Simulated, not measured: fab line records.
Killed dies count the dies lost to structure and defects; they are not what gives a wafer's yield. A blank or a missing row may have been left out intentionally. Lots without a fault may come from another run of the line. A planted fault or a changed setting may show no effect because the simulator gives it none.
Tool commonality check || flow berkeleyCmos170 || 15 lots, 45 wafers sampled

THE REASON FOR OPENING IT
At UCB170_NWELL_OVL_MEAS_12 the reading NWELL_OVL is flagged on 3 of 15 lots. Wafers without a fault read 1 nm, standard deviation 5.9.
Rule: a lot gets a flag if all its wafers with a number sit over 4 standard deviations from that mean, or if no wafer of it has a number. As for the other lots, they are considered sound.

{"lot": "L191", "measured": "day 2 11:57", "on": "overlay-01", "NWELL_OVL (nm), wafer by wafer": "-4 4 2", "flag": ""}
{"lot": "L190", "measured": "day 2 12:22", "on": "overlay-01", "NWELL_OVL (nm), wafer by wafer": "4 8 0", "flag": ""}
{"lot": "L193", "measured": "day 3 00:13", "on": "overlay-02", "NWELL_OVL (nm), wafer by wafer": "12 4 1", "flag": ""}
{"lot": "L194", "measured": "day 3 03:30", "on": "overlay-02", "NWELL_OVL (nm), wafer by wafer": "11 -15 -3", "flag": ""}
{"lot": "L195", "measured": "day 3 11:25", "on": "overlay-02", "NWELL_OVL (nm), wafer by wafer": "14 7 11", "flag": ""}
{"lot": "L197", "measured": "day 3 18:15", "on": "overlay-01", "NWELL_OVL (nm), wafer by wafer": "7 2 4", "flag": ""}
{"lot": "L196", "measured": "day 3 18:32", "on": "overlay-01", "NWELL_OVL (nm), wafer by wafer": "885 897 884", "flag": "FLAGGED"}
{"lot": "L198", "measured": "day 4 01:00", "on": "overlay-01", "NWELL_OVL (nm), wafer by wafer": "888 884 895", "flag": "FLAGGED"}
{"lot": "L199", "measured": "day 4 08:44", "on": "overlay-01", "NWELL_OVL (nm), wafer by wafer": "901 897 896", "flag": "FLAGGED"}
{"lot": "L205", "measured": "day 5 09:22", "on": "overlay-02", "NWELL_OVL (nm), wafer by wafer": "3 -5 -3", "flag": ""}
{"lot": "L206", "measured": "day 5 15:54", "on": "overlay-02", "NWELL_OVL (nm), wafer by wafer": "3 4 5", "flag": ""}
{"lot": "L207", "measured": "day 5 19:04", "on": "overlay-02", "NWELL_OVL (nm), wafer by wafer": "-2 2 -4", "flag": ""}
{"lot": "L209", "measured": "day 6 07:22", "on": "overlay-02", "NWELL_OVL (nm), wafer by wafer": "-1 0 -1", "flag": ""}
{"lot": "L210", "measured": "day 6 11:34", "on": "overlay-01", "NWELL_OVL (nm), wafer by wafer": "-1 3 -1", "flag": ""}
{"lot": "L211", "measured": "day 6 17:19", "on": "overlay-01", "NWELL_OVL (nm), wafer by wafer": "1 3 9", "flag": ""}
Averaged over the flagged lots the numbers come to 892 nm, +891 nm from the usual (+99 or more standard deviations).

WHICH TOOL EACH LOT WENT THROUGH
The record keeps 1 process step preceding the reading, out of 331 steps on the route. Every cell lists first the tool, next ch and the chambers used by the sampled wafers, and last the start.
{"lot": "L191", "flag": "", "UCB170_NWELL_EXPOSE_09": "krfScanner-02 ch 0, day 2 11:34"}
{"lot": "L190", "flag": "", "UCB170_NWELL_EXPOSE_09": "krfScanner-01 ch 0, day 2 11:49"}
{"lot": "L193", "flag": "", "UCB170_NWELL_EXPOSE_09": "krfScanner-02 ch 0, day 2 23:51"}
{"lot": "L194", "flag": "", "UCB170_NWELL_EXPOSE_09": "krfScanner-02 ch 0, day 3 03:07"}
{"lot": "L195", "flag": "", "UCB170_NWELL_EXPOSE_09": "krfScanner-01 ch 0, day 3 10:47"}
{"lot": "L197", "flag": "", "UCB170_NWELL_EXPOSE_09": "krfScanner-01 ch 0, day 3 17:43"}
{"lot": "L196", "flag": "FLAGGED", "UCB170_NWELL_EXPOSE_09": "krfScanner-02 ch 0, day 3 18:00"}
{"lot": "L198", "flag": "FLAGGED", "UCB170_NWELL_EXPOSE_09": "krfScanner-02 ch 0, day 4 00:32"}
{"lot": "L199", "flag": "FLAGGED", "UCB170_NWELL_EXPOSE_09": "krfScanner-02 ch 0, day 4 08:20"}
{"lot": "L205", "flag": "", "UCB170_NWELL_EXPOSE_09": "krfScanner-01 ch 0, day 5 08:38"}
{"lot": "L206", "flag": "", "UCB170_NWELL_EXPOSE_09": "krfScanner-01 ch 0, day 5 15:20"}
{"lot": "L207", "flag": "", "UCB170_NWELL_EXPOSE_09": "krfScanner-01 ch 0, day 5 18:32"}
{"lot": "L209", "flag": "", "UCB170_NWELL_EXPOSE_09": "krfScanner-01 ch 0, day 6 07:01"}
{"lot": "L210", "flag": "", "UCB170_NWELL_EXPOSE_09": "krfScanner-01 ch 0, day 6 11:13"}
{"lot": "L211", "flag": "", "UCB170_NWELL_EXPOSE_09": "krfScanner-01 ch 0, day 6 16:56"}
What is done by these steps:
- UCB170_NWELL_EXPOSE_09: exposes mask NWELL, target cd 3000 nm.
- UCB170_NWELL_OVL_MEAS_12

FLAGGED AGAINST TOTAL, ONE TOOL AT A TIME (gauges that did the reading follow at the end)
{"step": "UCB170_NWELL_EXPOSE_09", "tool": "krfScanner-01", "lots run": 9, "flagged": 0, "share of the flagged lots": "none", "sound lots run after its first flagged lot": "-"}
{"step": "UCB170_NWELL_EXPOSE_09", "tool": "krfScanner-02", "lots run": 6, "flagged": 3, "share of the flagged lots": "all", "sound lots run after its first flagged lot": 0}
{"step": "UCB170_NWELL_OVL_MEAS_12", "tool": "overlay-01", "lots run": 8, "flagged": 3, "share of the flagged lots": "all", "sound lots run after its first flagged lot": "2 (L210,L211)"}
{"step": "UCB170_NWELL_OVL_MEAS_12", "tool": "overlay-02", "lots run": 7, "flagged": 0, "share of the flagged lots": "none", "sound lots run after its first flagged lot": "-"}

THE TABLE: WHAT IT ALLOWS
Every flagged lot went through 2 rows of the table: krfScanner-02 at UCB170_NWELL_EXPOSE_09 and overlay-01 at UCB170_NWELL_OVL_MEAS_12.
- krfScanner-02 at UCB170_NWELL_EXPOSE_09 ran 6 lots, 3 of them flagged. Last sound lot L194 at day 3 03:07, first flagged lot L196 at day 3 18:00; a fault beginning in between fits.
- overlay-01 at UCB170_NWELL_OVL_MEAS_12 ran 8 lots, 3 of them flagged. After the first flagged lot (L210, L211), sound lots still ran on it; a lasting fault on the whole tool would not permit that.
krfScanner-02 at UCB170_NWELL_EXPOSE_09 is the single tool remaining.

WHAT THE SIMULATOR HAD INSERTED
Scanner matching overlay: krfScanner-02, from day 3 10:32 on, at UCB170_NWELL_EXPOSE_09. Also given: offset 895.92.
Shown lots that were struck: L196, L198, L199. This agrees with what the rule above found.
